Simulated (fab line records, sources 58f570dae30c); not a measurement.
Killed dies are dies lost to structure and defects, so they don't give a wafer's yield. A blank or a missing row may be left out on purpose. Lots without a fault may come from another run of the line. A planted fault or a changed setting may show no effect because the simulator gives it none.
fab line records | flow berkeley_cmos170
record lots=5 wafers=15 last_day=11
route steps=331 shown M2@275 V2@292 M3@309
lots that met no fault: from a run of the same line without faults
start_h: hours from the record's first day to the start of the lot's first wafer shown | wait_h: hours since the lot's step before | " the same as in the row above | L1.1+2: a row that stands for several wafers | - no value, or no start given | * or withheld: withheld | < > ~ a bound
route shown NAME@n: a module of which the file shows steps, and the number in the route of the first | usual: mean/standard deviation of fault-free wafers | same: alike in all rows | chamber/n: place in a boat | sites: the reading at each site | _std_site: their standard deviation | _edge_site: outer sites' mean less inner sites' | radius_mm: how far each site lies from the wafer's centre | mask NAME#n: copy n | behind: the tool/chamber that last shaped the wafer | hold: why the lot was held/for how many hours/how that ended | device: the transistor (n, p or np) that didn't switch | end of line: the same wafers' tests at the end of the route | a step without rows: its recipe alone | killed: dies lost to structure and defects at the first sort, not the wafer's yield | map: a wafer's dies, x killed, . not, _ none there
set.NAME: the setting as run; set.NAME@STEP: as run at that earlier step | model.NAME: the simulator's own value behind a step, which no gauge read
lots at some steps of the route; a table a step, a row a wafer
services: from which hour (start_h, from the record's first day; less than 0 if before it) a tool's chamber was out of use, for how many hours, and why
## steps
# step UCB170_M2_HMDS_04
# recipe prime_time_s=60 prime_temp_c=100
# columns lot.wafer tool chamber start_h wait_h
L081.3+4+6 litho_track-01 0 173.89 0.1
L080.2+3+5 litho_track-02 0 174.07 0.1
L083.2+5+6 litho_track-02 0 190.83 0.1
L091.2+3+4 litho_track-02 0 242.86 0.1
L096.2+5+6 litho_track-04 0 263.66 0.1
# step UCB170_M2_COAT_05
# recipe resist=KrF spin_rpm=1500 resist_thk_nm=900
# columns lot.wafer tool chamber start_h wait_h
L081.3+4+6 litho_track-01 0 174.04 0.1
L080.2+3+5 litho_track-02 0 174.22 0.1
L083.2+5+6 litho_track-02 0 190.98 0.1
L091.2+3+4 litho_track-02 0 243.01 0.1
L096.2+5+6 litho_track-04 0 263.81 0.1
# step UCB170_M2_SOFTBAKE_06
# recipe resist=KrF temp_c=130 time_s=60
# same time_s=60
# columns lot.wafer tool chamber start_h wait_h
L081.3+4+6 litho_track-01 0 174.19 0.1
L080.2+3+5 litho_track-02 0 174.37 0.1
L083.2+5+6 litho_track-02 0 191.13 0.1
L091.2+3+4 litho_track-02 0 243.16 0.1
L096.2+5+6 litho_track-04 0 263.96 0.1
# step UCB170_M2_STRIP_07
# recipe chemistry=O2 power_w=400 pressure_mtorr=3500 platen_temp_c=withheld o2_flow_sccm=400 overash_fraction=0.5
# usual chamber_pressure_mTorr=3500.8/3 drypump_motor_current_A=5.6/0.53 oes_product_au=0.734/0.0042 strip_time_to_endpoint_s=21.99/0.076
# columns lot.wafer tool chamber start_h wait_h chamber_pressure_mTorr drypump_motor_current_A oes_product_au rf_hours_counter_h strip_time_to_endpoint_s
L081.3 plasma_asher-03 0 174.33 0.1 3500.7 5.6 0.735 - 22.00
L081.4 " 1 " " 3503.8 5.6 0.732 - 21.98
L081.6 " 0 " " 3501.9 5.6 0.732 - 21.99
L080.2 plasma_asher-01 1 174.49 0.1 3504.0 6.6 0.735 45 22.01
L080.3 " 0 " " 3502.3 5.3 0.730 - 21.96
L080.5 " 0 " " 3505.3 5.2 0.729 - 21.95
L083.2 plasma_asher-03 0 191.26 0.1 3502.6 5.6 0.733 8 21.94
L083.5 " 0 " " 3501.4 5.6 0.730 - 22.00
L083.6 " 1 " " 3496.8 5.6 0.731 - 21.95
L091.2 plasma_asher-04 1 243.28 0.1 3503.2 5.4 0.736 51 22.06
L091.3 " 1 " " 3500.4 5.4 0.731 - 22.02
L091.4 " 0 " " 3505.1 4.9 0.738 - 22.07
L096.2 plasma_asher-01 0 264.08 0.1 3503.4 5.3 0.733 54 21.98
L096.5 " 0 " " 3501.2 5.2 0.744 - 22.03
L096.6 " 1 " " 3501.4 6.6 0.730 - 21.98
# step UCB170_M2_STRIP_08
# recipe chemistry=DMSO temp_c=80 time_s=600 material=KrF
# same time_s=600
# columns lot.wafer tool chamber start_h wait_h
L081.3+4+6 wet_bench-02 2 174.39 0.0
L080.2+3+5 wet_bench-02 3 174.77 0.2
L083.2+5+6 wet_bench-03 1 193.42 2.1
L091.2+3+4 wet_bench-02 3 243.50 0.2
L096.2+5+6 wet_bench-02 0 264.18 0.1
# step UCB170_M2_COAT_09
# recipe resist=BARC temp_c=withheld time_s=withheld spin_rpm=3000 resist_thk_nm=withheld
# columns lot.wafer tool chamber start_h wait_h
L081.3+4+6 litho_track-01 0 174.79 0.2
L080.2+3+5 litho_track-02 0 175.04 0.1
L083.2+5+6 litho_track-02 0 193.62 0.0
L091.2+3+4 litho_track-02 0 243.70 0.0
L096.2+5+6 litho_track-01 0 264.38 0.0
# step UCB170_M2_COAT_10
# recipe resist=KrF spin_rpm=1500 resist_thk_nm=900
# columns lot.wafer tool chamber start_h wait_h
L081.3+4+6 litho_track-01 0 - -
L080.2+3+5 litho_track-02 0 - -
L083.2+5+6 litho_track-02 0 - -
L091.2+3+4 litho_track-02 0 - -
L096.2+5+6 litho_track-01 0 - -
# step UCB170_M2_SOFTBAKE_11
# recipe resist=KrF temp_c=130 time_s=60
# same time_s=60
# columns lot.wafer tool chamber start_h wait_h
L081.3+4+6 litho_track-01 0 - -
L080.2+3+5 litho_track-02 0 - -
L083.2+5+6 litho_track-02 0 - -
L091.2+3+4 litho_track-02 0 - -
L096.2+5+6 litho_track-01 0 - -
# step UCB170_M2_EXPOSE_12
# recipe mask_id=METAL2 target_cd_nm=700 na=0.5 sigma_outer=0.6 source_shape=conventional dose_mj=26
# usual stage_vel_mm_s=500.01/0.23
# columns lot.wafer tool chamber start_h wait_h mask stage_vel_mm_s
L081.3 krf_scanner-01 0 175.23 - METAL2#0 500.12
L081.4 " 0 " " METAL2#0 500.15
L081.6 " 0 " " METAL2#0 500.07
L080.2 krf_scanner-02 0 175.61 - METAL2#0 499.96
L080.3 " 0 " " METAL2#0 499.81
L080.5 " 0 " " METAL2#0 499.70
L083.2 krf_scanner-01 0 194.18 - METAL2#0 500.25
L083.5 " 0 " " METAL2#0 499.88
L083.6 " 0 " " METAL2#0 499.84
L091.2 krf_scanner-01 0 244.27 - METAL2#0 500.27
L091.3 " 0 " " METAL2#0 500.46
L091.4 " 0 " " METAL2#0 500.03
L096.2 krf_scanner-02 0 264.95 - METAL2#0 500.03
L096.5 " 0 " " METAL2#0 500.38
L096.6 " 0 " " METAL2#0 500.07
# step UCB170_M2_PEB_13
# recipe peb_temp_c=130 peb_time_s=withheld resist=KrF
# columns lot.wafer tool chamber start_h wait_h
L081.3+4+6 litho_track-04 0 175.46 0.2
L080.2+3+5 litho_track-02 0 175.73 0.1
L083.2+5+6 litho_track-01 0 194.31 0.1
L091.2+3+4 litho_track-01 0 244.55 0.3
L096.2+5+6 litho_track-04 0 265.07 0.1
# step UCB170_M2_DEVELOP_14
# recipe developer=TMAH develop_time_s=45 resist=KrF dev_temp_c=21
# same develop_time_s=45
# columns lot.wafer tool chamber start_h wait_h
L081.3+4+6 litho_track-04 0 - -
L080.2+3+5 litho_track-02 0 - -
L083.2+5+6 litho_track-01 0 - -
L091.2+3+4 litho_track-01 0 - -
L096.2+5+6 litho_track-04 0 - -
# step UCB170_M2_CD_MEAS_15
# recipe target_cd_nm=700
# usual cd_nm=700.2/1.4
# columns lot.wafer tool chamber start_h wait_h cd_nm
L081.3 cd_sem-02 - 175.72 - 696.8
L081.4 " - " " 697.2
L081.6 " - " " 696.6
L080.2 cd_sem-02 - 176.01 - 699.3
L080.3 " - " " 700.2
L080.5 " - " " 698.8
L083.2 cd_sem-01 - 194.58 - 700.3
L083.5 " - " " 699.4
L083.6 " - " " 700.5
L091.2 cd_sem-02 - 244.82 - 699.3
L091.3 " - " " 700.9
L091.4 " - " " 701.4
L096.2 cd_sem-01 - 265.34 - 700.4
L096.5 " - " " 701.0
L096.6 " - " " 699.7
# step UCB170_M2_OVL_MEAS_16
# usual M2_OVL=1/7.2
# columns lot.wafer tool chamber start_h wait_h M2_OVL[nm]
L081.3 overlay-02 - 175.82 0.1 -8
L081.4 " - " " 4
L081.6 " - " " -3
L080.2 overlay-01 - 176.12 0.1 -2
L080.3 " - " " 5
L080.5 " - " " 1
L083.2 overlay-02 - 194.68 0.1 -3
L083.5 " - " " 8
L083.6 " - " " 1
L091.2 overlay-02 - 244.93 0.1 5
L091.3 " - " " -8
L091.4 " - " " 3
L096.2 overlay-01 - 265.45 0.1 -4
L096.5 " - " " -9
L096.6 " - " " -4
# step UCB170_M2_ETCH_17
# recipe chemistry=N2/H2 target_depth_a=withheld overetch_a=withheld target=BARC time_s=withheld source_w=500 bias_w=100 pressure_mtorr=30 n2_flow_sccm=100 h2_flow_sccm=200
# usual chamber_pressure_mTorr=30.001/0.028 drypump_motor_current_A=6.0/0.42 h2_flow_sccm=200.0/0.61 oes_product_au=0.992/0.015 throttle_valve_pct=13.26/0.19
# columns lot.wafer tool chamber start_h wait_h chamber_pressure_mTorr drypump_motor_current_A h2_flow_sccm oes_product_au throttle_valve_pct
L081.3 rie_diel-04 0 175.84 0.0 30.021 6.7 199.9 0.998 13.53
L081.4 " 3 " " 30.057 5.5 200.4 1.006 13.11
L081.6 " 2 " " 29.974 6.0 199.3 0.991 13.05
L080.2 rie_diel-02 2 176.15 0.0 30.021 5.5 200.1 0.974 13.45
L080.3 " 0 " " 30.005 6.4 199.6 1.014 13.25
L080.5 " 0 " " 29.986 6.5 199.8 1.011 13.25
L083.2 rie_diel-04 0 194.71 0.0 29.981 6.7 199.7 1.002 13.53
L083.5 " 2 " " 29.966 6.0 200.4 0.995 13.05
L083.6 " 3 " " 30.009 5.5 199.9 1.011 13.12
L091.2 rie_diel-02 1 244.96 0.0 29.996 6.5 199.3 0.991 13.13
L091.3 " 2 " " 30.015 5.5 198.8 0.989 13.46
L091.4 " 0 " " 29.991 6.5 199.6 0.998 13.24
L096.2 rie_diel-02 1 265.48 0.0 30.037 6.5 199.0 1.002 13.13
L096.5 " 0 " " 30.027 6.4 199.4 1.007 13.25
L096.6 " 3 " " 30.014 6.0 200.0 0.963 13.01
# step UCB170_M2_METAL_ETCH_18
# recipe chemistry=Cl2/BCl3 target=Al stop_on=SiO2 pressure_mtorr=12 target_depth_a=11700 over_etch_frac=0.3 time_s=195 icp_w=600 bias_w=120 Cl2_flow_sccm=90 bcl3_flow_sccm=45
# usual chamber_pressure_mTorr=12.001/0.01 drypump_motor_current_A=5.62/0.28 mfc_cl2_sccm=89.99/0.26 oes_product_au=0.849/0.013 throttle_valve_pct=24.41/0.12
# same time_s=195
# columns lot.wafer tool chamber start_h wait_h chamber_pressure_mTorr drypump_motor_current_A mfc_cl2_sccm oes_product_au rf_hours_counter_h throttle_valve_pct
L081.3 rie_metal-04 0 175.94 - 12.009 5.07 90.14 0.832 - 24.24
L081.4 " 1 " " 12.008 5.99 90.13 0.848 - 24.46
L081.6 " 1 " " 12.006 5.98 90.33 0.849 - 24.42
L080.2 rie_metal-02 0 176.19 - 12.005 5.62 89.81 0.848 10.1 24.43
L080.3 " 0 " " 11.998 5.61 89.97 0.855 - 24.44
L080.5 " 1 " " 11.995 5.66 90.12 0.851 - 24.62
L083.2 rie_metal-03 0 194.75 - 12.003 5.73 89.70 0.849 9.2 24.33
L083.5 " 0 " " 11.984 5.73 89.84 0.841 - 24.32
L083.6 " 1 " " 12.002 5.68 89.96 0.861 - 24.38
L091.2 rie_metal-04 0 245.00 - 12.000 5.06 89.85 0.834 5.8 24.25
L091.3 " 1 " " 12.020 5.98 89.93 0.842 - 24.45
L091.4 " 0 " " 12.014 5.07 90.09 0.832 - 24.25
L096.2 rie_metal-04 0 265.52 - 12.000 5.05 90.09 0.837 6.6 24.25
L096.5 " 0 " " 12.007 5.07 89.52 0.823 - 24.25
L096.6 " 1 " " 12.007 5.96 89.92 0.852 - 24.43
# step UCB170_M2_STRIP_19
# recipe chemistry=O2 power_w=400 pressure_mtorr=3500 platen_temp_c=withheld o2_flow_sccm=400 overash_fraction=0.5
# usual chamber_pressure_mTorr=3500/3.5 drypump_motor_current_A=5.5/0.51 oes_product_au=0.539/0.011
# columns lot.wafer tool chamber start_h wait_h chamber_pressure_mTorr drypump_motor_current_A oes_product_au rf_hours_counter_h
L081.3 plasma_asher-04 0 176.10 0.1 3504 4.9 0.542 -
L081.4 " 1 " " 3508 5.4 0.538 -
L081.6 " 0 " " 3506 4.9 0.542 -
L080.2 plasma_asher-03 0 176.38 0.1 3501 5.6 0.524 6
L080.3 " 0 " " 3498 5.6 0.521 -
L080.5 " 1 " " 3495 5.6 0.545 -
L083.2 plasma_asher-03 1 194.94 0.1 3501 5.6 0.536 8
L083.5 " 0 " " 3499 5.6 0.543 -
L083.6 " 1 " " 3498 5.6 0.547 -
L091.2 plasma_asher-03 0 245.19 0.1 3495 5.6 0.536 13
L091.3 " 1 " " 3501 5.6 0.536 -
L091.4 " 0 " " 3500 5.6 0.541 -
L096.2 plasma_asher-01 0 265.71 0.1 3497 5.2 0.542 54
L096.5 " 1 " " 3496 6.6 0.551 -
L096.6 " 0 " " 3497 5.2 0.532 -
# step UCB170_M2_CD_MEAS_90
# recipe target_cd_nm=700
# usual cd_nm=700.1/2.4
# columns lot.wafer tool chamber start_h wait_h cd_nm
L081.3 cd_sem-01 - 176.21 0.1 695.1
L081.4 " - " " 698.3
L081.6 " - " " 694.2
L080.2 cd_sem-02 - 176.50 0.1 699.9
L080.3 " - " " 701.3
L080.5 " - " " 702.1
L083.2 cd_sem-02 - 195.06 0.1 697.7
L083.5 " - " " 700.8
L083.6 " - " " 702.2
L091.2 cd_sem-02 - 245.31 0.1 699.8
L091.3 " - " " 699.0
L091.4 " - " " 702.8
L096.2 cd_sem-01 - 265.83 0.1 699.5
L096.5 " - " " 699.0
L096.6 " - " " 698.0
# step UCB170_V2_CVD_00
# recipe material=SiO2 target_thk_nm=2000 temp_c=390 precursor=TEOS/O2 time_s=250 rf_w=550 pressure_mtorr=9000
# usual heater_power_w=243/45 pressure_mtorr=9000/18
# same time_s=250
# columns lot.wafer tool chamber start_h wait_h heater_power_w pressure_mtorr
L081.3 pecvd-03 2 176.29 0.1 291 9012
L081.4 " 0 " " 194 8988
L081.6 " 1 " " 255 8963
L080.2 pecvd-02 2 176.60 0.1 283 8997
L080.3 " 0 " " 309 8997
L080.5 " 2 " " 208 9003
L083.2 pecvd-03 0 195.16 0.1 253 9002
L083.5 " 2 " " 199 8993
L083.6 " 0 " " 194 9009
L091.2 pecvd-02 0 245.41 0.1 227 8997
L091.3 " 1 " " 234 9001
L091.4 " 0 " " 305 9013
L096.2 pecvd-04 2 265.93 0.1 167 9017
L096.5 " 1 " " 297 9028
L096.6 " 0 " " 361 9005
# step UCB170_V2_THK_MEAS_01
# recipe reads=SiO2_of_V2_CVD_00
# usual V2_TEOS_THK=1996/25
# columns lot.wafer tool chamber start_h wait_h V2_TEOS_THK[nm]
L081.3 film_metro-04 - 176.46 0.1 1980
L081.4 " - " " 2014
L081.6 " - " " 2013
L080.2 film_metro-04 - 176.76 0.1 1975
L080.3 " - " " 1969
L080.5 " - " " 1998
L083.2 film_metro-02 - 195.33 0.1 1994
L083.5 " - " " 2053
L083.6 " - " " 2029
L091.2 film_metro-04 - 245.57 0.1 1957
L091.3 " - " " 1954
L091.4 " - " " 1998
L096.2 film_metro-02 - 266.09 0.1 1998
L096.5 " - " " 2020
L096.6 " - " " 2024
# step UCB170_V2_CMP_02
# recipe material=SiO2 down_force_psi=6 platen_rpm=60 pad_velocity_m_s=0.75398
# usual motor_current_A=15.1/1.3 platen_rpm=60.00/0.038
# columns lot.wafer tool chamber start_h wait_h motor_current_A platen_rpm
L081.4 cmp-02 2 176.55 0.1 15.4 60.02
L081.3 " 0 " " 13.8 60.01
L081.6 " 1 " " 14.5 59.98
L080.2 cmp-01 2 176.86 0.1 15.0 60.00
L080.3 " 3 " " 13.6 59.98
L080.5 " 1 " " 17.8 60.02
L083.2 cmp-02 0 195.38 0.0 13.1 59.97
L083.5 " 0 " " 13.1 59.98
L083.6 " 1 " " 15.0 59.93
L091.4 cmp-01 0 245.62 0.0 14.7 60.00
L091.2 " 2 " " 14.9 60.02
L091.3 " 3 " " 14.4 59.90
L096.2 cmp-02 1 266.14 0.0 14.7 60.00
L096.6 " 1 " " 13.9 60.02
L096.5 " 2 " " 16.0 59.98
# step UCB170_V2_BOW_MEAS_03
# recipe mode=bow
# usual V2_BOW=37/7.1
# columns lot.wafer tool chamber start_h wait_h V2_BOW[um]
L081.3 film_metro-01 - 176.84 0.1 31
L081.4 " - " " 27
L081.6 " - " " 39
L080.2 film_metro-02 - 177.13 0.2 41
L080.3 " - " " 49
L080.5 " - " " 42
L083.2 film_metro-04 - 195.70 0.3 33
L083.5 " - " " 31
L083.6 " - " " 49
L091.2 film_metro-02 - 245.94 0.2 39
L091.3 " - " " 29
L091.4 " - " " 36
L096.2 film_metro-01 - 266.46 0.3 48
L096.5 " - " " 24
L096.6 " - " " 40
# step UCB170_V2_THK_MEAS_04
# recipe reads=SiO2_of_V2_CVD_00
# usual V2_POLISHED_THK=999.9/1.1
# columns lot.wafer tool chamber start_h wait_h V2_POLISHED_THK[nm]
L081.3 film_metro-01 - 176.94 0.1 1000.8
L081.4 " - " " 999.3
L081.6 " - " " 999.0
L080.2 film_metro-02 - 177.24 0.1 999.3
L080.3 " - " " 1000.9
L080.5 " - " " 998.7
L083.2 film_metro-04 - 195.81 0.1 1001.8
L083.5 " - " " 1001.3
L083.6 " - " " 1000.3
L091.2 film_metro-02 - 246.05 0.1 999.3
L091.3 " - " " 1000.4
L091.4 " - " " 997.5
L096.2 film_metro-01 - 266.57 0.1 997.8
L096.5 " - " " 998.4
L096.6 " - " " 997.8
# step UCB170_V2_CLEAN_05
# recipe chemistry=DIW
# columns lot.wafer tool chamber start_h wait_h
L081.3+4+6 wet_bench-02 3 176.98 0.0
L080.2+3+5 wet_bench-02 1 177.29 0.0
L083.2+5+6 wet_bench-02 0 195.86 0.0
L091.2+3+4 wet_bench-02 1 246.10 0.0
L096.2+5+6 wet_bench-04 0 266.62 0.0
# step UCB170_V2_HMDS_06
# recipe prime_time_s=60 prime_temp_c=100
# columns lot.wafer tool chamber start_h wait_h
L081.3+4+6 litho_track-03 0 177.21 0.1
L080.2+3+5 litho_track-04 0 177.72 0.2
L083.2+5+6 litho_track-03 0 196.06 0.0
L091.2+3+4 litho_track-04 0 246.44 0.2
L096.2+5+6 litho_track-03 0 267.09 0.3
# step UCB170_V2_COAT_07
# recipe resist=KrF spin_rpm=1500 resist_thk_nm=900
# columns lot.wafer tool chamber start_h wait_h
L081.3+4+6 litho_track-03 0 177.36 0.1
L080.2+3+5 litho_track-04 0 177.87 0.1
L083.2+5+6 litho_track-03 0 196.21 0.1
L091.2+3+4 litho_track-04 0 246.59 0.1
L096.2+5+6 litho_track-03 0 267.24 0.1
# step UCB170_V2_SOFTBAKE_08
# recipe resist=KrF temp_c=130 time_s=60
# same time_s=60
# columns lot.wafer tool chamber start_h wait_h
L081.3+4+6 litho_track-03 0 177.51 0.1
L080.2+3+5 litho_track-04 0 178.02 0.1
L083.2+5+6 litho_track-03 0 196.36 0.1
L091.2+3+4 litho_track-04 0 246.74 0.1
L096.2+5+6 litho_track-03 0 267.39 0.1
# step UCB170_V2_EXPOSE_09
# recipe mask_id=VIA2 target_cd_nm=700 na=0.5 sigma_outer=0.6 source_shape=conventional dose_mj=37
# usual stage_vel_mm_s=500.00/0.27
# columns lot.wafer tool chamber start_h wait_h mask stage_vel_mm_s
L081.3 krf_scanner-02 0 177.77 0.2 VIA2#0 500.23
L081.4 " 0 " " VIA2#0 500.10
L081.6 " 0 " " VIA2#0 499.87
L080.2 krf_scanner-01 0 178.29 0.2 VIA2#0 499.71
L080.3 " 0 " " VIA2#0 499.64
L080.5 " 0 " " VIA2#0 500.15
L083.2 krf_scanner-02 0 196.63 0.2 VIA2#0 499.66
L083.5 " 0 " " VIA2#0 499.89
L083.6 " 0 " " VIA2#0 499.62
L091.2 krf_scanner-01 0 247.01 0.2 VIA2#0 499.74
L091.3 " 0 " " VIA2#0 500.20
L091.4 " 0 " " VIA2#0 499.85
L096.2 krf_scanner-01 0 267.53 0.1 VIA2#0 500.29
L096.5 " 0 " " VIA2#0 500.32
L096.6 " 0 " " VIA2#0 500.01
# step UCB170_V2_PEB_10
# recipe peb_temp_c=130 peb_time_s=withheld resist=KrF
# columns lot.wafer tool chamber start_h wait_h
L081.3+4+6 litho_track-04 0 178.19 0.4
L080.2+3+5 litho_track-03 0 178.81 0.5
L083.2+5+6 litho_track-01 0 196.75 0.1
L091.2+3+4 litho_track-03 0 247.20 0.2
L096.2+5+6 litho_track-04 0 267.65 0.1
# step UCB170_V2_DEVELOP_11
# recipe developer=TMAH develop_time_s=45 resist=KrF dev_temp_c=21
# same develop_time_s=45
# columns lot.wafer tool chamber start_h wait_h
L081.3+4+6 litho_track-04 0 - -
L080.2+3+5 litho_track-03 0 - -
L083.2+5+6 litho_track-01 0 - -
L091.2+3+4 litho_track-03 0 - -
L096.2+5+6 litho_track-04 0 - -
# step UCB170_V2_CD_MEAS_12
# recipe target_cd_nm=700
# usual cd_nm=700.0/1.2
# columns lot.wafer tool chamber start_h wait_h cd_nm
L081.3 cd_sem-01 - 178.46 - 701.2
L081.4 " - " " 700.8
L081.6 " - " " 700.9
L080.2 cd_sem-02 - 179.08 - 699.8
L080.3 " - " " 699.5
L080.5 " - " " 701.4
L083.2 cd_sem-01 - 197.02 - 699.7
L083.5 " - " " 698.8
L083.6 " - " " 699.4
L091.2 cd_sem-01 - 247.47 - 700.5
L091.3 " - " " 699.4
L091.4 " - " " 698.9
L096.2 cd_sem-01 - 267.93 - 701.2
L096.5 " - " " 701.5
L096.6 " - " " 701.8
# step UCB170_V2_OVL_MEAS_13
# usual V2_OVL=1/5.8
# columns lot.wafer tool chamber start_h wait_h V2_OVL[nm]
L081.3 overlay-01 - 178.55 0.1 5
L081.4 " - " " 10
L081.6 " - " " 6
L080.2 overlay-01 - 179.19 0.1 -5
L080.3 " - " " -13
L080.5 " - " " -3
L083.2 overlay-01 - 197.13 0.1 3
L083.5 " - " " 6
L083.6 " - " " 5
L091.2 overlay-01 - 247.57 0.1 -10
L091.3 " - " " -12
L091.4 " - " " 1
L096.2 overlay-02 - 268.03 0.1 -10
L096.5 " - " " 3
L096.6 " - " " -3
# step UCB170_V2_ETCH_14
# recipe chemistry=CHF3/CF4/Ar target=SiO2 stop_on=Al CHF3_flow_sccm=45 cf4_flow_sccm=15 Ar_flow_sccm=150 pressure_mtorr=200 rf_w=700 target_depth_a=12500 over_etch_frac=0.25 time_s=291
# usual chamber_pressure_mTorr=199.99/0.21 drypump_motor_current_A=6.0/0.42 oes_product_au=0.867/0.014 throttle_valve_pct=6.94/0.13
# same time_s=291
# columns lot.wafer tool chamber start_h wait_h chamber_pressure_mTorr drypump_motor_current_A oes_product_au rf_hours_counter_h throttle_valve_pct
L081.3 rie_diel-01 0 178.57 0.0 200.06 5.7 0.861 117 7.14
L081.4 " 2 " " 199.73 6.5 0.869 104 6.81
L081.6 " 2 " " 199.78 6.5 0.871 - 6.82
L080.2 rie_diel-03 0 179.22 0.0 199.58 5.8 0.898 139 7.01
L080.3 " 2 " " 200.24 6.2 0.878 152 7.07
L080.5 " 2 " " 199.82 6.2 0.879 - 7.09
L083.2 rie_diel-01 0 197.16 0.0 200.21 5.7 0.858 118 7.14
L083.5 " 1 " " 199.71 5.8 0.881 - 6.92
L083.6 " 0 " " 200.00 5.7 0.851 - 7.14
L091.2 rie_diel-03 1 247.60 0.0 199.93 5.4 0.888 41 7.01
L091.3 " 2 " " 199.68 6.2 0.876 2 7.07
L091.4 " 2 " " 199.98 6.2 0.882 - 7.08
L096.2 rie_diel-03 1 268.06 0.0 200.13 5.3 0.879 42 7.02
L096.5 " 1 " " 199.83 5.3 0.880 - 7.02
L096.6 " 0 " " 199.89 5.7 0.854 - 7.00
# step UCB170_V2_STRIP_15
# recipe chemistry=O2 power_w=400 pressure_mtorr=3500 platen_temp_c=withheld o2_flow_sccm=400 overash_fraction=0.5
# usual chamber_pressure_mTorr=3500/3.3 drypump_motor_current_A=5.8/0.46 oes_product_au=0.722/0.0045 strip_time_to_endpoint_s=15.32/0.11
# columns lot.wafer tool chamber start_h wait_h chamber_pressure_mTorr drypump_motor_current_A oes_product_au rf_hours_counter_h strip_time_to_endpoint_s
L081.3 plasma_asher-01 0 178.78 0.1 3508 5.2 0.727 - 15.47
L081.4 " 1 " " 3505 6.5 0.721 - 15.36
L081.6 " 0 " " 3499 5.2 0.722 - 15.29
L080.2 plasma_asher-03 1 179.39 0.1 3496 5.6 0.715 7 15.24
L080.3 " 0 " " 3498 5.6 0.721 - 15.09
L080.5 " 0 " " 3502 5.6 0.715 - 15.09
L083.2 plasma_asher-03 0 197.33 0.1 3503 5.6 0.719 8 15.51
L083.5 " 0 " " 3498 5.6 0.727 - 15.36
L083.6 " 1 " " 3500 5.6 0.723 - 15.56
L091.2 plasma_asher-01 1 247.78 0.1 3498 6.6 0.717 52 15.31
L091.3 " 0 " " 3501 5.2 0.716 - 15.32
L091.4 " 1 " " 3500 6.6 0.723 - 15.37
L096.2 plasma_asher-02 1 268.24 0.1 3498 5.8 0.725 57 15.32
L096.5 " 0 " " 3500 6.4 0.728 - 15.47
L096.6 " 1 " " 3499 5.8 0.719 - 15.44
# step UCB170_V2_CD_MEAS_90
# recipe target_cd_nm=700
# usual cd_nm=699.9/1.4
# columns lot.wafer tool chamber start_h wait_h cd_nm
L081.3 cd_sem-01 - 178.89 0.1 701.2
L081.4 " - " " 699.9
L081.6 " - " " 701.5
L080.2 cd_sem-01 - 179.51 0.1 698.7
L080.3 " - " " 698.5
L080.5 " - " " 700.6
L083.2 cd_sem-02 - 197.45 0.1 699.9
L083.5 " - " " 699.4
L083.6 " - " " 699.4
L091.2 cd_sem-01 - 247.90 0.1 700.4
L091.3 " - " " 699.6
L091.4 " - " " 698.7
L096.2 cd_sem-01 - 268.36 0.1 701.3
L096.5 " - " " 701.6
L096.6 " - " " 701.5
# step UCB170_M3_PRE_CLEAN_00
# recipe gas=Ar preclean_etch_time_s=60
# columns lot.wafer tool chamber start_h wait_h
L081.3+4+6 pvd_sputter-03 - 178.97 0.1
L080.2+3+5 pvd_sputter-02 - 179.61 0.1
L083.2+5+6 pvd_sputter-03 - 197.55 0.1
L091.2+3+4 pvd_sputter-03 - 248.00 0.1
L096.2+5+6 pvd_sputter-01 - 268.46 0.1
# step UCB170_M3_SPUTTER_01
# recipe material=Al target_thk_nm=900 time_s=120 power_w=6000 chamber_pressure_pa=0.5
# usual cathode_dc_power_W=6000.0/0.93 throttle_valve_pct=29.3/1.1
# same time_s=120
# columns lot.wafer tool chamber start_h wait_h cathode_dc_power_W throttle_valve_pct
L081.3 pvd_sputter-03 - 179.04 0.0 6000.5 28.1
L081.4 " - " " 6000.5 28.1
L081.6 " - " " 6000.7 28.9
L080.2 pvd_sputter-02 - 179.68 0.0 6000.6 30.4
L080.3 " - " " 5998.5 30.4
L080.5 " - " " 5998.6 30.0
L083.2 pvd_sputter-03 - 197.62 0.0 6000.0 28.3
L083.5 " - " " 6001.1 27.6
L083.6 " - " " 6000.4 27.2
L091.2 pvd_sputter-03 - 248.07 0.0 6000.9 27.5
L091.3 " - " " 5999.8 28.7
L091.4 " - " " 6000.6 28.1
L096.2 pvd_sputter-01 - 268.53 0.0 5999.4 29.0
L096.5 " - " " 5999.7 29.1
L096.6 " - " " 6000.7 30.7
# step UCB170_M3_RS_MEAS_02
# recipe thk_meas_gauge=four-point-probe reads=Al_of_M3_SPUTTER_01
# usual M3_AL_RS=0.0320/0.00035
# columns lot.wafer tool chamber start_h wait_h M3_AL_RS[ohm/sq]
L081.3 film_metro-01 - 179.16 0.1 0.0318
L081.4 " - " " 0.0314
L081.6 " - " " 0.0313
L080.2 film_metro-03 - 179.78 0.1 0.0320
L080.3 " - " " 0.0320
L080.5 " - " " 0.0320
L083.2 film_metro-01 - 197.72 0.1 0.0322
L083.5 " - " " 0.0322
L083.6 " - " " 0.0322
L091.2 film_metro-03 - 248.19 0.1 0.0317
L091.3 " - " " 0.0318
L091.4 " - " " 0.0317
L096.2 film_metro-01 - 268.63 0.1 0.0323
L096.5 " - " " 0.0322
L096.6 " - " " 0.0324
# step UCB170_M3_THK_MEAS_03
# recipe thk_meas_gauge=xrf reads=Al_of_M3_SPUTTER_01
# usual M3_AL_THK=913/10
# columns lot.wafer tool chamber start_h wait_h M3_AL_THK[nm]
L081.3 film_metro-01 - 179.26 0.1 928
L081.4 " - " " 943
L081.6 " - " " 932
L080.2 film_metro-03 - 179.89 0.1 915
L080.3 " - " " 909
L080.5 " - " " 913
L083.2 film_metro-01 - 197.83 0.1 916
L083.5 " - " " 911
L083.6 " - " " 910
L091.2 film_metro-03 - 248.30 0.1 921
L091.3 " - " " 917
L091.4 " - " " 917
L096.2 film_metro-01 - 268.74 0.1 906
L096.5 " - " " 909
L096.6 " - " " 906
## services
# columns tool chamber start_h hours kind
wet_bench-02 - 154.30 1.9 pm
krf_scanner-02 - 155.64 4.4 pm
rie_diel-04 0 157.59 13.3 repair
cmp-01 - 158.32 6.7 pm
rie_diel-04 - 158.36 14.6 pm
rie_diel-03 3 161.35 12.1 repair
pecvd-03 0 163.48 5.7 repair
pecvd-03 2 163.56 2.8 repair
pvd_sputter-01 - 167.27 10.8 repair
pecvd-02 - 183.08 0.7 repair
krf_scanner-01 - 189.05 1.0 pm
plasma_asher-01 - 191.03 0.8 repair
cmp-02 - 196.04 1.8 repair
plasma_asher-01 - 201.94 7.3 repair
krf_scanner-02 - 203.03 1.3 pm
krf_scanner-01 - 210.41 1.0 repair
pvd_sputter-03 - 228.38 1.3 repair
cmp-02 - 232.00 4.0 pm
rie_diel-03 2 233.41 6.3 repair
rie_diel-03 - 236.39 1.2 repair
wet_bench-02 - 249.98 0.9 repair
krf_scanner-02 - 256.57 1.0 pm
plasma_asher-01 - 258.89 2.1 repair
krf_scanner-01 - 268.07 0.8 pm
## key
fault none
